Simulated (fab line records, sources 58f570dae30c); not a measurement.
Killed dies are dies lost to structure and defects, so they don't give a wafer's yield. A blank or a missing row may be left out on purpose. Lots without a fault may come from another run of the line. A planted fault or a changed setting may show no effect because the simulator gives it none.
fab line records | flow berkeley_cmos170
record lots=13 wafers=39 last_day=12
route steps=331 shown NVT@107
lots that met no fault: from a run of the same line without faults
start_h: hours from the record's first day to the start of the lot's first wafer shown | wait_h: hours since the lot's step before | " the same as in the row above | L1.1+2: a row that stands for several wafers | - no value, or no start given | * or withheld: withheld | < > ~ a bound
route shown NAME@n: a module of which the file shows steps, and the number in the route of the first | usual: mean/standard deviation of fault-free wafers | same: alike in all rows | chamber/n: place in a boat | sites: the reading at each site | _std_site: their standard deviation | _edge_site: outer sites' mean less inner sites' | radius_mm: how far each site lies from the wafer's centre | mask NAME#n: copy n | behind: the tool/chamber that last shaped the wafer | hold: why the lot was held/for how many hours/how that ended | device: the transistor (n, p or np) that didn't switch | end of line: the same wafers' tests at the end of the route | a step without rows: its recipe alone | killed: dies lost to structure and defects at the first sort, not the wafer's yield | map: a wafer's dies, x killed, . not, _ none there
set.NAME: the setting as run; set.NAME@STEP: as run at that earlier step | model.NAME: the simulator's own value behind a step, which no gauge read
steps of the route over a sample of lots; a table a step, a row a wafer
services: from which hour (start_h, from the record's first day; less than 0 if before it) a tool's chamber was out of use, for how many hours, and why
## steps
# step UCB170_NVT_EXPOSE_03
# recipe mask_id=PWELL target_cd_nm=3000 na=0.5 sigma_outer=0.6 source_shape=conventional dose_mj=30
# usual focus_offset_nm=0.0/0.5
# columns lot.wafer tool chamber start_h wait_h mask focus_offset_nm
L592.1 krf_scanner-01 0 115.58 0.4 PWELL#0 0.0
L592.2 " 0 " " PWELL#0 0.2
L592.6 " 0 " " PWELL#0 -0.5
L595.1 krf_scanner-02 0 132.72 0.1 PWELL#0 -0.4
L595.3 " 0 " " PWELL#0 0.0
L595.5 " 0 " " PWELL#0 0.1
L596.2 krf_scanner-02 0 132.86 0.2 PWELL#0 0.1
L596.3 " 0 " " PWELL#0 0.8
L596.5 " 0 " " PWELL#0 0.7
L594.2 krf_scanner-01 0 133.32 0.2 PWELL#0 -0.5
L594.3 " 0 " " PWELL#0 0.0
L594.4 " 0 " " PWELL#0 0.1
L597.3 krf_scanner-02 0 146.27 0.1 NWELL#0 0.3
L597.5 " 0 " " NWELL#0 0.0
L597.6 " 0 " " NWELL#0 0.4
L603.2 krf_scanner-01 0 170.72 0.1 PWELL#0 -0.1
L603.4 " 0 " " PWELL#0 -0.7
L603.5 " 0 " " PWELL#0 -0.3
L606.1 krf_scanner-01 0 192.30 0.2 PWELL#0 -0.4
L606.3 " 0 " " PWELL#0 -1.0
L606.5 " 0 " " PWELL#0 -0.8
L607.2 krf_scanner-02 0 192.56 0.3 PWELL#0 -0.6
L607.5 " 0 " " PWELL#0 -1.0
L607.6 " 0 " " PWELL#0 -0.3
L610.1 krf_scanner-02 0 198.59 0.1 PWELL#0 0.1
L610.2 " 0 " " PWELL#0 0.2
L610.4 " 0 " " PWELL#0 0.3
L609.1 krf_scanner-01 0 198.84 0.2 PWELL#0 -0.3
L609.5 " 0 " " PWELL#0 -0.3
L609.6 " 0 " " PWELL#0 -0.2
L608.1 krf_scanner-01 0 198.96 0.2 PWELL#0 0.1
L608.3 " 0 " " PWELL#0 0.4
L608.4 " 0 " " PWELL#0 0.5
L612.2 krf_scanner-02 0 225.86 0.5 PWELL#0 0.3
L612.4 " 0 " " PWELL#0 0.5
L612.5 " 0 " " PWELL#0 0.6
L614.2 krf_scanner-02 0 230.42 0.1 PWELL#0 0.9
L614.4 " 0 " " PWELL#0 1.1
L614.5 " 0 " " PWELL#0 0.6
# step UCB170_NVT_OVL_MEAS_06
# usual NVT_OVL=-4/7.3
# columns lot.wafer tool chamber start_h wait_h NVT_OVL[nm]
L592.1 overlay-01 - 116.00 - 7
L592.2 " - " " 7
L592.6 " - " " 1
L595.1 overlay-02 - 133.45 - -12
L595.3 " - " " -10
L595.5 " - " " -14
L596.2 overlay-02 - 133.63 - -3
L596.3 " - " " 9
L596.5 " - " " 8
L594.2 overlay-01 - 133.73 - 5
L594.3 " - " " 6
L594.4 " - " " 3
L597.3 overlay-02 - 146.64 - -
L597.5 " - " " -
L597.6 " - " " -
L603.2 overlay-02 - 171.45 - -12
L603.4 " - " " -7
L603.5 " - " " -7
L606.1 overlay-01 - 193.17 - -5
L606.3 " - " " -6
L606.5 " - " " -5
L607.2 overlay-01 - 193.45 - 6
L607.5 " - " " 11
L607.6 " - " " -4
L610.1 overlay-01 - 199.39 - 1
L610.2 " - " " -11
L610.4 " - " " -5
L609.1 overlay-02 - 199.44 - -11
L609.5 " - " " -12
L609.6 " - " " -13
L608.1 overlay-01 - 199.66 - -4
L608.3 " - " " -4
L608.4 " - " " -7
L612.2 overlay-02 - 226.94 - 2
L612.4 " - " " 8
L612.5 " - " " -2
L614.2 overlay-01 - 230.80 - -21
L614.4 " - " " -15
L614.5 " - " " -2
# step UCB170_NVT_TW_MEAS_09
# usual NVT_TW=528/5
# columns lot.wafer tool chamber start_h wait_h NVT_TW
L592.1 film_metro-02 - 116.29 0.1 527
L592.2 " - " " 524
L592.6 " - " " 526
L595.1 film_metro-04 - 133.74 0.1 532
L595.3 " - " " 534
L595.5 " - " " 533
L596.2 film_metro-03 - 133.92 0.1 524
L596.3 " - " " 524
L596.5 " - " " 526
L594.2 film_metro-03 - 134.02 0.1 527
L594.3 " - " " 523
L594.4 " - " " 525
L597.3 film_metro-03 - 146.93 0.1 30
L597.5 " - " " 30
L597.6 " - " " 30
L603.2 film_metro-04 - 171.74 0.1 534
L603.4 " - " " 532
L603.5 " - " " 534
L606.1 film_metro-03 - 193.46 0.1 528
L606.3 " - " " 527
L606.5 " - " " 528
L607.2 film_metro-03 - 193.74 0.1 525
L607.5 " - " " 528
L607.6 " - " " 528
L610.1 film_metro-02 - 199.67 0.1 519
L610.2 " - " " 519
L610.4 " - " " 523
L609.1 film_metro-03 - 199.73 0.1 526
L609.5 " - " " 527
L609.6 " - " " 529
L608.1 film_metro-02 - 199.95 0.1 520
L608.3 " - " " 521
L608.4 " - " " 519
L612.2 film_metro-04 - 227.23 0.1 535
L612.4 " - " " 533
L612.5 " - " " 538
L614.2 film_metro-02 - 231.09 0.1 520
L614.4 " - " " 519
L614.5 " - " " 519
## services
# columns tool chamber start_h hours kind
krf_scanner-02 - 106.63 0.3 repair
krf_scanner-01 - 125.96 0.8 pm
krf_scanner-01 - 140.99 1.3 repair
krf_scanner-01 - 158.84 1.0 pm
krf_scanner-02 - 168.06 1.3 pm
krf_scanner-02 - 194.06 0.8 pm
krf_scanner-02 - 203.54 4.4 pm
krf_scanner-01 - 208.67 1.3 pm
krf_scanner-01 - 220.96 4.4 pm
## key
first_sign step=UCB170_NVT_EXPOSE_03 reading=mask direction=changed
effect step=UCB170_NVT_OVL_MEAS_06 reading=NVT_OVL direction=missing
effect step=UCB170_NVT_TW_MEAS_09 reading=NVT_TW direction=down sigmas=99 usual=528 struck=30
met_at UCB170_NVT_EXPOSE_03
struck_lots L597
sort_left_out L597.3,L597.5,L597.6
tester_left_out L597
onset_between 132.86 146.27
fault kind=wrong_mask tool=any chamber=- onset_h=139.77 steps=UCB170_NVT_EXPOSE_03 aux_copy=NWELL#0 scope=struck_lots_only
# tester_left_out: of these lots the tester's yield and bins aren't shown, on N5 and GAA mostly nor the transistor test; their killed dies are dies lost to structure and defects alone, not to doping, threshold or leakage, so they don't give the yield
# sort_left_out: the simulated sort isn't trusted on such a fault, so these wafers' sort isn't shown, and their yield isn't known
